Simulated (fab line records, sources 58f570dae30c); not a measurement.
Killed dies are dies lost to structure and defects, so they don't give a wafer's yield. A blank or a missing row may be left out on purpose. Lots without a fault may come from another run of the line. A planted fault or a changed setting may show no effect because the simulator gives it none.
Which tool did it? | flow berkeley_cmos170 | 7 lots, 21 wafers sampled, at 3 steps of a route of 331

WHAT THE GAUGES READ, wafer by wafer
UCB170_M2_CD_MEAS_15: target cd 700 nm.
lot  | measured     | on        | cd_nm (nm)
L452 | day 8 14:46  | cd_sem-02 | 697.6 697.3 698.5
L455 | day 9 14:02  | cd_sem-01 | 700.3 700.2 701.4
L454 | day 9 14:34  | cd_sem-02 | 699.3 699.4 698.3
L461 | day 10 22:16 | cd_sem-01 | 698.7 698.9 699.8
L462 | day 11 15:13 | cd_sem-01 | 700.6 700.4 699.7
L469 | day 12 20:18 | cd_sem-02 | 699.8 699.3 699.4
L471 | day 13 07:07 | cd_sem-02 | 698.9 698.8 698.7

WHICH TOOL RAN EACH LOT (tool, then ch and the chambers of the sampled wafers, then the start)
lot  | UCB170_PWELL_SOFTBAKE_09         | UCB170_M2_SPUTTER_01
L452 | litho_track-01 ch 0, day 3 18:16 | pvd_sputter-01, day 8 11:22
L455 | litho_track-03 ch 0, day 4 14:20 | pvd_sputter-04, day 9 11:49
L454 | litho_track-03 ch 0, day 4 14:47 | pvd_sputter-03, day 9 12:06
L461 | litho_track-02 ch 0, day 5 20:02 | pvd_sputter-03, day 10 20:08
L462 | litho_track-01 ch 0, day 6 06:31 | pvd_sputter-03, day 11 12:43
L469 | litho_track-03 ch 0, day 7 18:29 | pvd_sputter-04, day 12 18:11
L471 | litho_track-01 ch 0, day 8 02:53 | pvd_sputter-01, day 13 05:03
- UCB170_PWELL_SOFTBAKE_09: time 60 s.
- UCB170_M2_SPUTTER_01: material Al, target thk 900 nm, time 120 s.

THE ANSWER, worked out from the rows above alone
Rule: what is usual is taken from the lots themselves. Put in order of their means at a reading, lots are off if they are a third of the lots or fewer, leave a main group of 4 or more, and stand apart from it by a gap of 3 or more times the standard deviation of the main group's means; of several such gaps the widest counts. A main group whose means are all the same, to the digits that the tables above print for the reading, isn't used. A lot without any number at a reading at which 4 lots or more have one is off too. The other lots that the step has rows for count as sound.
No lot is off at any reading shown: from this, nothing can be told.

WHAT THE SIMULATOR HAD PUT IN
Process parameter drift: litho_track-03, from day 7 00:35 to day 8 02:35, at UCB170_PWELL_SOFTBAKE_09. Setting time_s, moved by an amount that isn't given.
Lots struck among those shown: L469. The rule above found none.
